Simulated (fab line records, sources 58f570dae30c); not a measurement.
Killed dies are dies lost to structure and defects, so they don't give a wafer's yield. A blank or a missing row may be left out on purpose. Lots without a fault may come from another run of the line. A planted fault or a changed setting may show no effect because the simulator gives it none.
fab line records | flow berkeley_cmos170
record lots=5 wafers=23
route steps=331 shown M2@289 M3@314
start_h: hours from the record's first day to the start of the lot's first wafer shown | wait_h: hours since the lot's step before | " the same as in the row above | L1.1+2: a row that stands for several wafers | - no value, or no start given | * or withheld: withheld | < > ~ a bound
route shown NAME@n: a module of which the file shows steps, and the number in the route of the first | usual: mean/standard deviation of fault-free wafers | same: alike in all rows | chamber/n: place in a boat | sites: the reading at each site | _std_site: their standard deviation | _edge_site: outer sites' mean less inner sites' | radius_mm: how far each site lies from the wafer's centre | mask NAME#n: copy n | behind: the tool/chamber that last shaped the wafer | hold: why the lot was held/for how many hours/how that ended | device: the transistor (n, p or np) that didn't switch | end of line: the same wafers' tests at the end of the route | a step without rows: its recipe alone | killed: dies lost to structure and defects at the first sort, not the wafer's yield | map: a wafer's dies, x killed, . not, _ none there
set.NAME: the setting as run; set.NAME@STEP: as run at that earlier step | model.NAME: the simulator's own value behind a step, which no gauge read
lots whose settings were changed on purpose; a table a step, a row a wafer
## steps
# step UCB170_M2_METAL_ETCH_18
# recipe chemistry=Cl2/BCl3 target=Al stop_on=SiO2 pressure_mtorr=12 target_depth_a=11700 over_etch_frac=0.3 time_s=195 icp_w=600 bias_w=120 Cl2_flow_sccm=90 bcl3_flow_sccm=45
# columns lot.wafer tool chamber start_h wait_h set.time_s model.KrF_of_M2_COAT_10.thk_nm model.SiO2_of_V1_CVD_00.thk_nm
L074.1 rie_metal-04 1 171.56 - 195 215.3 938
L074.5 " 1 " " 195 218 939.7
L074.6 " 0 " " 195 223.9 939.4
L079.1 rie_metal-04 1 203.31 - 195 208.8 938.2
L079.3 " 1 " " 216.2 139.1 932.3
L079.4 " 0 " " 216.2 158.2 933.8
L079.5 " 1 " " 216.2 137.4 933
L079.6 " 0 " " 195 226.7 938.8
L076.1 rie_metal-01 0 207.16 - 207.4 148.7 934.2
L076.2 " 1 " " 195 222.9 938.8
L076.3 " 0 " " 195 191.2 937.1
L076.4 " 1 " " 195 214.3 937.9
L076.6 " 0 " " 207.4 151.5 935
L078.1 rie_metal-04 0 207.43 - 221 132.5 932.1
L078.2 " 1 " " 221 115.4 931.1
L078.3 " 1 " " 195 208.7 937.6
L078.4 " 0 " " 195 225.5 939.6
L078.5 " 1 " " 221 117.2 931.9
L077.1 rie_metal-01 1 208.26 - 195 212.3 936
L077.2 " 0 " " 195 191.9 940.5
L077.3 " 1 " " 209 162.5 936.7
L077.4 " 0 " " 209 132.2 931.5
L077.6 " 0 " " 195 184.8 939.6
# step UCB170_M2_STRIP_19
# recipe chemistry=O2 power_w=400 pressure_mtorr=3500 platen_temp_c=withheld o2_flow_sccm=400 overash_fraction=0.5
# usual oes_product_au=0.536/0.018
# columns lot.wafer tool chamber start_h wait_h set.time_s@M2_METAL_ETCH_18 oes_product_au
L074.1 plasma_asher-02 1 171.75 0.1 195 0.546
L074.5 " 1 " " 195 0.550
L074.6 " 0 " " 195 0.544
L079.1 plasma_asher-02 0 203.50 0.1 195 0.545
L079.3 " 1 " " 216.2 0.462
L079.4 " 0 " " 216.2 0.485
L079.5 " 0 " " 216.2 0.463
L079.6 " 1 " " 195 0.551
L076.1 plasma_asher-04 0 207.35 0.1 207.4 0.476
L076.2 " 1 " " 195 0.552
L076.3 " 1 " " 195 0.518
L076.4 " 0 " " 195 0.538
L076.6 " 0 " " 207.4 0.483
L078.1 plasma_asher-04 0 207.68 0.2 221 0.474
L078.2 " 1 " " 221 0.457
L078.3 " 0 " " 195 0.536
L078.4 " 1 " " 195 0.558
L078.5 " 1 " " 221 0.438
L077.1 plasma_asher-02 1 208.45 0.1 195 0.543
L077.2 " 0 " " 195 0.525
L077.3 " 0 " " 209 0.489
L077.4 " 1 " " 209 0.456
L077.6 " 1 " " 195 0.510
# step UCB170_M3_COAT_05
# recipe resist=KrF spin_rpm=1500 resist_thk_nm=900
# columns lot.wafer tool chamber start_h wait_h set.resist_thk_nm model.KrF_of_M3_COAT_05.thk_nm
L074.1 litho_track-03 0 175.92 0.1 900 898.6
L074.5 " 0 " " 900 900.2
L074.6 " 0 " " 900 899.5
L079.1 litho_track-04 0 207.96 0.1 900 894.8
L079.3 " 0 " " 939.8 933.4
L079.4 " 0 " " 900 893.9
L079.5 " 0 " " 900 895.6
L079.6 " 0 " " 939.8 935
L076.1 litho_track-02 0 211.28 0.1 900 903.2
L076.2 " 0 " " 900 902
L076.3 " 0 " " 900 904.2
L076.4 " 0 " " 900 903.5
L076.6 " 0 " " 900 903.7
L078.1 litho_track-04 0 211.69 0.1 900 897.3
L078.2 " 0 " " 925.4 921.4
L078.3 " 0 " " 900 898
L078.4 " 0 " " 925.4 924.8
L078.5 " 0 " " 900 899.4
L077.1 litho_track-02 0 212.26 0.1 930 937.3
L077.2 " 0 " " 900 904.1
L077.3 " 0 " " 930 935.7
L077.4 " 0 " " 900 903.3
L077.6 " 0 " " 900 906.3
# step UCB170_M3_SOFTBAKE_06
# recipe resist=KrF temp_c=130 time_s=60
# columns lot.wafer tool chamber start_h wait_h set.time_s
L074.1+5+6 litho_track-03 0 176.07 0.1 60
L079.1+3+4 litho_track-04 0 208.11 0.1 56.6
L079.5+6 " 0 " " 60
L076.1+2+3+4+6 litho_track-02 0 211.43 0.1 60
L078.1+2+3 litho_track-04 0 211.84 0.1 60
L078.4+5 " 0 " " 55.54
L077.1+4 litho_track-02 0 212.41 0.1 55.1
L077.2+3+6 " 0 " " 60
# step UCB170_M3_STRIP_07
# recipe chemistry=O2 power_w=400 pressure_mtorr=3500 platen_temp_c=withheld o2_flow_sccm=400 overash_fraction=0.5
# usual strip_time_to_endpoint_s=21.99/0.085
# columns lot.wafer tool chamber start_h wait_h set.resist_thk_nm@M3_COAT_05 strip_time_to_endpoint_s
L074.1 plasma_asher-04 0 176.22 0.1 900 21.95
L074.5 " 0 " " 900 21.97
L074.6 " 1 " " 900 21.96
L079.1 plasma_asher-04 0 208.26 0.1 900 21.84
L079.3 " 0 " " 939.8 22.77
L079.4 " 1 " " 900 21.81
L079.5 " 1 " " 900 21.86
L079.6 " 0 " " 939.8 22.80
L076.1 plasma_asher-04 0 211.58 0.1 900 22.06
L076.2 " 1 " " 900 22.00
L076.3 " 0 " " 900 22.07
L076.4 " 1 " " 900 22.07
L076.6 " 1 " " 900 22.07
L078.1 plasma_asher-04 1 211.99 0.1 900 21.91
L078.2 " 0 " " 925.4 22.49
L078.3 " 0 " " 900 21.91
L078.4 " 1 " " 925.4 22.58
L078.5 " 0 " " 900 21.96
L077.1 plasma_asher-04 0 212.56 0.1 930 22.86
L077.2 " 1 " " 900 22.07
L077.3 " 1 " " 930 22.82
L077.4 " 0 " " 900 22.06
L077.6 " 1 " " 900 22.12
# step UCB170_M3_EXPOSE_12
# recipe mask_id=METAL3 target_cd_nm=700 na=0.5 sigma_outer=0.6 source_shape=conventional dose_mj=26
# columns lot.wafer tool chamber start_h wait_h mask set.dose_mj
L074.1+5+6 krf_scanner-01 0 177.37 - METAL3#0 26
L079.1+4+6 krf_scanner-02 0 209.12 - METAL3#0 26
L079.3+5 " 0 " " METAL3#0 26.62
L076.1+3 krf_scanner-02 0 213.81 - METAL3#0 24.66
L076.2+4+6 " 0 " " METAL3#0 26
L078.1+2 krf_scanner-02 0 213.93 - METAL3#0 26.68
L078.3+4+5 " 0 " " METAL3#0 26
L077.1+2+4 krf_scanner-02 0 214.50 - METAL3#0 25.5
L077.3+6 " 0 " " METAL3#0 26
# step UCB170_M3_PEB_13
# recipe peb_temp_c=130 peb_time_s=withheld resist=KrF
# step UCB170_M3_DEVELOP_14
# recipe developer=TMAH develop_time_s=45 resist=KrF dev_temp_c=21
# step UCB170_M3_CD_MEAS_15
# recipe target_cd_nm=700
# usual cd_nm=699.9/1.5
# columns lot.wafer tool chamber start_h wait_h set.dose_mj@M3_EXPOSE_12 cd_nm
L074.1 cd_sem-01 - 177.77 - 26 700.3
L074.5 " - " " 26 699.7
L074.6 " - " " 26 700.8
L079.1 cd_sem-01 - 209.78 - 26 699.1
L079.3 " - " " 26.62 695.1
L079.4 " - " " 26 698.0
L079.5 " - " " 26.62 693.6
L079.6 " - " " 26 698.8
L076.1 cd_sem-02 - 214.54 - 24.66 708.3
L076.2 " - " " 26 699.5
L076.3 " - " " 24.66 709.1
L076.4 " - " " 26 698.5
L076.6 " - " " 26 699.8
L078.1 cd_sem-01 - 214.81 - 26.68 697.2
L078.2 " - " " 26.68 698.1
L078.3 " - " " 26 702.3
L078.4 " - " " 26 702.3
L078.5 " - " " 26 702.5
L077.1 cd_sem-01 - 215.44 - 25.5 701.5
L077.2 " - " " 25.5 700.2
L077.3 " - " " 26 698.5
L077.4 " - " " 25.5 702.9
L077.6 " - " " 26 698.8
# step UCB170_M3_ETCH_17
# recipe chemistry=N2/H2 target_depth_a=withheld overetch_a=withheld target=BARC time_s=withheld source_w=500 bias_w=100 pressure_mtorr=30 n2_flow_sccm=100 h2_flow_sccm=200
# columns lot.wafer tool chamber start_h wait_h set.dose_mj@M3_EXPOSE_12 model.M3.cd_nm
L074.1 rie_diel-02 0 177.92 0.0 26 700.2
L074.5 " 1 " " 26 699.1
L074.6 " 0 " " 26 701
L079.1 rie_diel-01 3 209.94 0.0 26 698.4
L079.3 " 0 " " 26.62 694.1
L079.4 " 3 " " 26 697.5
L079.5 " 0 " " 26.62 692.9
L079.6 " 1 " " 26 698
L076.1 rie_diel-02 1 214.69 0.0 24.66 706.9
L076.2+6 " 0,1 " " 26 698.7
L076.3 " 3 " " 24.66 708.4
L076.4 " 0 " " 26 698.2
L078.1 rie_diel-01 3 214.97 0.0 26.68 697.2
L078.2 " 1 " " 26.68 697.7
L078.3 " 0 " " 26 702.1
L078.4 " 0 " " 26 702
L078.5 " 1 " " 26 702.8
L077.1 rie_diel-02 0 215.59 0.0 25.5 701.6
L077.2 " 1 " " 25.5 699.6
L077.3 " 3 " " 26 698.9
L077.4 " 0 " " 25.5 703.2
L077.6 " 3 " " 26 698.1
# step UCB170_M3_METAL_ETCH_18
# recipe chemistry=Cl2/BCl3 target=Al stop_on=SiO2 pressure_mtorr=12 target_depth_a=11700 over_etch_frac=0.2919 time_s=195 icp_w=600 bias_w=120 Cl2_flow_sccm=90 bcl3_flow_sccm=45
# columns lot.wafer tool chamber start_h wait_h set.dose_mj@M3_EXPOSE_12 model.M3.cd_nm
L074.1 rie_metal-02 0 177.96 - 26 701
L074.5 " 0 " " 26 700.3
L074.6 " 1 " " 26 706.4
L079.1 rie_metal-04 0 209.98 - 26 698.3
L079.3 " 1 " " 26.62 696.6
L079.4 " 0 " " 26 697.4
L079.5 " 0 " " 26.62 694.3
L079.6 " 1 " " 26 702.6
L076.1 rie_metal-04 1 214.74 - 24.66 713.6
L076.2 " 0 " " 26 699.3
L076.3 " 1 " " 24.66 712.9
L076.4 " 0 " " 26 697.8
L076.6 " 0 " " 26 697.1
L078.1 rie_metal-01 1 215.01 - 26.68 702.6
L078.2 " 0 " " 26.68 702.8
L078.3 " 1 " " 26 707
L078.4 " 0 " " 26 705.8
L078.5 " 0 " " 26 707.8
L077.1 rie_metal-04 1 215.64 - 25.5 708.2
L077.2 " 0 " " 25.5 701.3
L077.3 " 0 " " 26 698.7
L077.4 " 1 " " 25.5 708.7
L077.6 " 1 " " 26 702.1
# step UCB170_M3_STRIP_19
# recipe chemistry=O2 power_w=400 pressure_mtorr=3500 platen_temp_c=withheld o2_flow_sccm=400 overash_fraction=0.5
# step UCB170_M3_CD_MEAS_90
# recipe target_cd_nm=700
# usual cd_nm=703/3.2
# columns lot.wafer tool chamber start_h wait_h set.dose_mj@M3_EXPOSE_12 cd_nm
L074.1 cd_sem-01 - 178.25 0.1 26 701
L074.5 " - " " 26 700
L074.6 " - " " 26 707
L079.1 cd_sem-01 - 210.33 0.1 26 699
L079.3 " - " " 26.62 697
L079.4 " - " " 26 697
L079.5 " - " " 26.62 694
L079.6 " - " " 26 703
L076.1 cd_sem-02 - 215.09 0.1 24.66 714
L076.2 " - " " 26 699
L076.3 " - " " 24.66 713
L076.4 " - " " 26 698
L076.6 " - " " 26 697
L078.1 cd_sem-01 - 215.30 0.1 26.68 702
L078.2 " - " " 26.68 703
L078.3 " - " " 26 707
L078.4 " - " " 26 706
L078.5 " - " " 26 708
L077.1 cd_sem-02 - 215.99 0.1 25.5 708
L077.2 " - " " 25.5 701
L077.3 " - " " 26 699
L077.4 " - " " 25.5 709
L077.6 " - " " 26 702
## key
split step=UCB170_M2_METAL_ETCH_18 setting=time_s stated=195 by=wafer
response step=UCB170_M2_METAL_ETCH_18 reading=model.KrF_of_M2_COAT_10.thk_nm change=-7.2 per=1% r=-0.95
response step=UCB170_M2_METAL_ETCH_18 reading=model.SiO2_of_V1_CVD_00.thk_nm change=-0.532 per=1% r=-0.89
response step=UCB170_M2_STRIP_19 reading=oes_product_au change=-0.00725 per=1% r=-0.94
split step=UCB170_M3_COAT_05 setting=resist_thk_nm stated=900 by=wafer
response step=UCB170_M3_COAT_05 reading=model.KrF_of_M3_COAT_05.thk_nm change=+9.08 per=1% r=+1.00
response step=UCB170_M3_STRIP_07 reading=strip_time_to_endpoint_s change=* per=1% r=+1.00
split step=UCB170_M3_SOFTBAKE_06 setting=time_s stated=60 by=wafer
response none clear
split step=UCB170_M3_EXPOSE_12 setting=dose_mj stated=26 by=wafer
response step=UCB170_M3_CD_MEAS_15 reading=cd_nm change=-1.8 per=1% r=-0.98
response step=UCB170_M3_ETCH_17 reading=model.M3.cd_nm change=-1.78 per=1% r=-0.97
response step=UCB170_M3_METAL_ETCH_18 reading=model.M3.cd_nm change=-2.56 per=1% r=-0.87
response step=UCB170_M3_CD_MEAS_90 reading=cd_nm change=-2.6 per=1% r=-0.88
